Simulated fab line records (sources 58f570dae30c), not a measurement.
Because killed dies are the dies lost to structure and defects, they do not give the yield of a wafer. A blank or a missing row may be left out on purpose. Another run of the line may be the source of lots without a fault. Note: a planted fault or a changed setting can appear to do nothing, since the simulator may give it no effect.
Which tool did it? / flow berkeley_cmos170 / 13 lots with 39 wafers sampled at 6 steps, on a route of 331 steps

== WHAT EACH GAUGE READ, for each wafer ==
UCB170_PSD_OVL_MEAS_07.
lot=L165; measured=day 7 03:55; on=overlay-01; PSD_OVL (nm)=16 14 13
lot=L166; measured=day 7 04:05; on=overlay-01; PSD_OVL (nm)=9 14 13
lot=L167; measured=day 7 15:21; on=overlay-02; PSD_OVL (nm)=9 9 9
lot=L168; measured=day 7 15:38; on=overlay-01; PSD_OVL (nm)=-2 -1 5
lot=L170; measured=day 8 04:40; on=overlay-01; PSD_OVL (nm)=1 -3 -2
lot=L169; measured=day 8 04:46; on=overlay-02; PSD_OVL (nm)=6 7 5
lot=L172; measured=day 8 17:41; on=overlay-02; PSD_OVL (nm)=-8 1 -2
lot=L173; measured=day 9 03:32; on=overlay-02; PSD_OVL (nm)=12 11 7
lot=L182; measured=day 9 17:50; on=overlay-01; PSD_OVL (nm)=-5 -4 4
lot=L181; measured=day 9 18:03; on=overlay-02; PSD_OVL (nm)=0 2 -4
lot=L187; measured=day 10 17:17; on=overlay-02; PSD_OVL (nm)=-1 -3 -6
lot=L186; measured=day 10 17:32; on=overlay-01; PSD_OVL (nm)=2 15 1
lot=L184; measured=day 10 17:37; on=overlay-02; PSD_OVL (nm)=9 14 9

UCB170_NSD_CD_MEAS_06: the cd target is 1200 nm.
lot=L165; measured=day 7 05:40; on=cd_sem-02; cd_nm (nm)=1197.8 1198.8 1198.1
lot=L166; measured=day 7 06:23; on=cd_sem-02; cd_nm (nm)=1200.7 1199.6 1198.6
lot=L167; measured=day 7 18:25; on=cd_sem-01; cd_nm (nm)=1198.4 1198.5 1197.1
lot=L168; measured=day 7 18:29; on=cd_sem-02; cd_nm (nm)=1200.3 1201.5 1201.0
lot=L170; measured=day 8 07:02; on=cd_sem-01; cd_nm (nm)=1202.1 1202.5 1202.1
lot=L169; measured=day 8 07:11; on=cd_sem-01; cd_nm (nm)=- - -
lot=L172; measured=day 8 19:10; on=cd_sem-01; cd_nm (nm)=1197.9 1199.5 1198.4
lot=L173; measured=day 9 06:00; on=cd_sem-02; cd_nm (nm)=1200.9 1202.4 1200.1
lot=L182; measured=day 9 20:42; on=cd_sem-02; cd_nm (nm)=1200.3 1200.7 1200.3
lot=L181; measured=day 9 21:04; on=cd_sem-01; cd_nm (nm)=1199.6 1199.8 1199.1
lot=L187; measured=day 10 19:10; on=cd_sem-01; cd_nm (nm)=1195.7 1197.0 1197.1
lot=L186; measured=day 10 19:25; on=cd_sem-02; cd_nm (nm)=1200.2 1199.3 1200.7
lot=L184; measured=day 10 19:37; on=cd_sem-01; cd_nm (nm)=1200.3 1200.1 1200.1

UCB170_NSD_TW_MEAS_10.
lot=L165; measured=day 7 06:04; on=film_metro-01; NSD_TW=4197 4176 4179
lot=L166; measured=day 7 06:47; on=film_metro-02; NSD_TW=4180 4185 4185
lot=L167; measured=day 7 18:50; on=film_metro-01; NSD_TW=4180 4165 4174
lot=L168; measured=day 7 18:53; on=film_metro-03; NSD_TW=4158 4142 4128
lot=L170; measured=day 8 07:27; on=film_metro-01; NSD_TW=4180 4174 4162
lot=L169; measured=day 8 07:35; on=film_metro-03; NSD_TW=30 30 30
lot=L172; measured=day 8 19:34; on=film_metro-03; NSD_TW=4169 4182 4200
lot=L173; measured=day 9 06:25; on=film_metro-01; NSD_TW=4174 4166 4182
lot=L182; measured=day 9 21:06; on=film_metro-02; NSD_TW=4230 4234 4222
lot=L181; measured=day 9 21:28; on=film_metro-02; NSD_TW=4201 4231 4210
lot=L187; measured=day 10 19:34; on=film_metro-01; NSD_TW=4201 4181 4200
lot=L186; measured=day 10 19:50; on=film_metro-02; NSD_TW=4187 4217 4206
lot=L184; measured=day 10 20:01; on=film_metro-02; NSD_TW=4229 4198 4203

UCB170_SDANNEAL_RS_MEAS_04: uses a four-point probe to measure.
lot=L165; measured=day 7 07:30; on=film_metro-03; PLDD_RS (ohm/sq)=1033 1032 1032
lot=L166; measured=day 7 08:19; on=film_metro-01; PLDD_RS (ohm/sq)=1030 1033 1035
lot=L167; measured=day 7 20:41; on=film_metro-02; PLDD_RS (ohm/sq)=1028 1026 1026
lot=L168; measured=day 7 21:08; on=film_metro-03; PLDD_RS (ohm/sq)=1030 1031 1032
lot=L170; measured=day 8 08:54; on=film_metro-01; PLDD_RS (ohm/sq)=1030 1029 1032
lot=L169; measured=day 8 09:10; on=film_metro-02; PLDD_RS (ohm/sq)=1032 1034 1030
lot=L172; measured=day 8 21:24; on=film_metro-02; PLDD_RS (ohm/sq)=1035 1032 1033
lot=L173; measured=day 9 07:53; on=film_metro-03; PLDD_RS (ohm/sq)=1038 1038 1033
lot=L182; measured=day 9 23:10; on=film_metro-03; PLDD_RS (ohm/sq)=1033 1028 1027
lot=L181; measured=day 9 23:26; on=film_metro-01; PLDD_RS (ohm/sq)=1030 1029 1030
lot=L187; measured=day 10 20:55; on=film_metro-02; PLDD_RS (ohm/sq)=1029 1031 1036
lot=L186; measured=day 10 21:17; on=film_metro-03; PLDD_RS (ohm/sq)=1036 1033 1034
lot=L184; measured=day 10 21:46; on=film_metro-03; PLDD_RS (ohm/sq)=1027 1028 1025

== WHAT TOOL EACH LOT RAN ON (gives the tool, then ch and the chambers of the sampled wafers, and finally the start) ==
lot=L165; UCB170_NSD_EXPOSE_03=krf_scanner-01 ch 0, day 7 05:04; UCB170_NSD_STRIP_09=plasma_asher-01 ch 0,1, day 7 05:58
lot=L166; UCB170_NSD_EXPOSE_03=krf_scanner-02 ch 0, day 7 05:25; UCB170_NSD_STRIP_09=plasma_asher-04 ch 0,1, day 7 06:41
lot=L167; UCB170_NSD_EXPOSE_03=krf_scanner-01 ch 0, day 7 17:26; UCB170_NSD_STRIP_09=plasma_asher-04 ch 0,1, day 7 18:44
lot=L168; UCB170_NSD_EXPOSE_03=krf_scanner-02 ch 0, day 7 17:40; UCB170_NSD_STRIP_09=plasma_asher-01 ch 0,1, day 7 18:47
lot=L170; UCB170_NSD_EXPOSE_03=krf_scanner-02 ch 0, day 8 06:25; UCB170_NSD_STRIP_09=plasma_asher-04 ch 1, day 8 07:21
lot=L169; UCB170_NSD_EXPOSE_03=krf_scanner-01 ch 0, day 8 06:40; UCB170_NSD_STRIP_09=plasma_asher-02 ch 0,1, day 8 07:28
lot=L172; UCB170_NSD_EXPOSE_03=krf_scanner-02 ch 0, day 8 18:46; UCB170_NSD_STRIP_09=plasma_asher-02 ch 0,1, day 8 19:28
lot=L173; UCB170_NSD_EXPOSE_03=krf_scanner-02 ch 0, day 9 05:00; UCB170_NSD_STRIP_09=plasma_asher-04 ch 0,1, day 9 06:19
lot=L182; UCB170_NSD_EXPOSE_03=krf_scanner-02 ch 0, day 9 19:32; UCB170_NSD_STRIP_09=plasma_asher-01 ch 0,1, day 9 20:59
lot=L181; UCB170_NSD_EXPOSE_03=krf_scanner-02 ch 0, day 9 19:58; UCB170_NSD_STRIP_09=plasma_asher-04 ch 0,1, day 9 21:22
lot=L187; UCB170_NSD_EXPOSE_03=krf_scanner-01 ch 0, day 10 18:34; UCB170_NSD_STRIP_09=plasma_asher-01 ch 0, day 10 19:27
lot=L186; UCB170_NSD_EXPOSE_03=krf_scanner-01 ch 0, day 10 18:52; UCB170_NSD_STRIP_09=plasma_asher-02 ch 0,1, day 10 19:44
lot=L184; UCB170_NSD_EXPOSE_03=krf_scanner-02 ch 0, day 10 19:09; UCB170_NSD_STRIP_09=plasma_asher-04 ch 0,1, day 10 19:55
- UCB170_NSD_EXPOSE_03: exposes mask NSELECT MOD, target cd 1200 nm.
- UCB170_NSD_STRIP_09: strips in O2.

== AS READ BY THE TOOLS THEMSELVES (means over the sampled wafers that have a number; for cases with no such wafer, the mark the record gives instead) ==
UCB170_NSD_STRIP_09.
lot=L165; tool=plasma_asher-01; drypump_motor_current_A (A)=6.2; oes_product_au (a.u.)=0.529; strip_time_to_endpoint_s (s)=35.66
lot=L166; tool=plasma_asher-04; drypump_motor_current_A (A)=6.1; oes_product_au (a.u.)=0.531; strip_time_to_endpoint_s (s)=35.68
lot=L167; tool=plasma_asher-04; drypump_motor_current_A (A)=5.7; oes_product_au (a.u.)=0.535; strip_time_to_endpoint_s (s)=35.71
lot=L168; tool=plasma_asher-01; drypump_motor_current_A (A)=6.2; oes_product_au (a.u.)=0.532; strip_time_to_endpoint_s (s)=35.66
lot=L170; tool=plasma_asher-04; drypump_motor_current_A (A)=5.3; oes_product_au (a.u.)=0.540; strip_time_to_endpoint_s (s)=35.67
lot=L169; tool=plasma_asher-02; drypump_motor_current_A (A)=6.3; oes_product_au (a.u.)=0.533; strip_time_to_endpoint_s (s)=35.58
lot=L172; tool=plasma_asher-02; drypump_motor_current_A (A)=5.7; oes_product_au (a.u.)=0.532; strip_time_to_endpoint_s (s)=35.66
lot=L173; tool=plasma_asher-04; drypump_motor_current_A (A)=6.1; oes_product_au (a.u.)=0.536; strip_time_to_endpoint_s (s)=35.70
lot=L182; tool=plasma_asher-01; drypump_motor_current_A (A)=6.2; oes_product_au (a.u.)=0.532; strip_time_to_endpoint_s (s)=35.66
lot=L181; tool=plasma_asher-04; drypump_motor_current_A (A)=6.1; oes_product_au (a.u.)=0.531; strip_time_to_endpoint_s (s)=35.61
lot=L187; tool=plasma_asher-01; drypump_motor_current_A (A)=6.0; oes_product_au (a.u.)=0.534; strip_time_to_endpoint_s (s)=35.73
lot=L186; tool=plasma_asher-02; drypump_motor_current_A (A)=5.7; oes_product_au (a.u.)=0.531; strip_time_to_endpoint_s (s)=35.70
lot=L184; tool=plasma_asher-04; drypump_motor_current_A (A)=6.1; oes_product_au (a.u.)=0.534; strip_time_to_endpoint_s (s)=35.62

== THE ANSWER, worked out from the rows above alone ==
Rule: usual is defined by the lots themselves. Put in order of their means at a reading, lots are off if they are a third of the lots or fewer, leave a main group of 4 or more, and stand apart from it by a gap of 3 or more times the standard deviation of the main group's means; of several such gaps the widest counts. The tables above print the reading to a certain number of digits; a main group whose means all agree to those digits is not used. A lot without any number at a reading at which 4 lots or more have one is off too. Any other lot the step has rows for is counted as sound. Order of review: gauges by route order, followed by the tools' own readings, for which a lot's mean as printed above is used. At the first step where some lot is off, the reading lying furthest off is the one used; lots without a number count as furthest.
Off, at UCB170_NSD_CD_MEAS_06 on cd_nm: L169. Without a number there: L169. The main group has a mean of 1199.6 nm with a standard deviation of 1.5.
If a tool, at a process step before that reading, ran all the lots that are off and no sound lot after the first of them, it fits. Not tried: the gauges at UCB170_NSD_CD_MEAS_06; whatever is off there is also off at UCB170_NSD_TW_MEAS_10, on other tools, and gauge error can't account for it. Of those tried, none fits.

== WHAT HAD BEEN PUT IN BY THE SIMULATOR ==
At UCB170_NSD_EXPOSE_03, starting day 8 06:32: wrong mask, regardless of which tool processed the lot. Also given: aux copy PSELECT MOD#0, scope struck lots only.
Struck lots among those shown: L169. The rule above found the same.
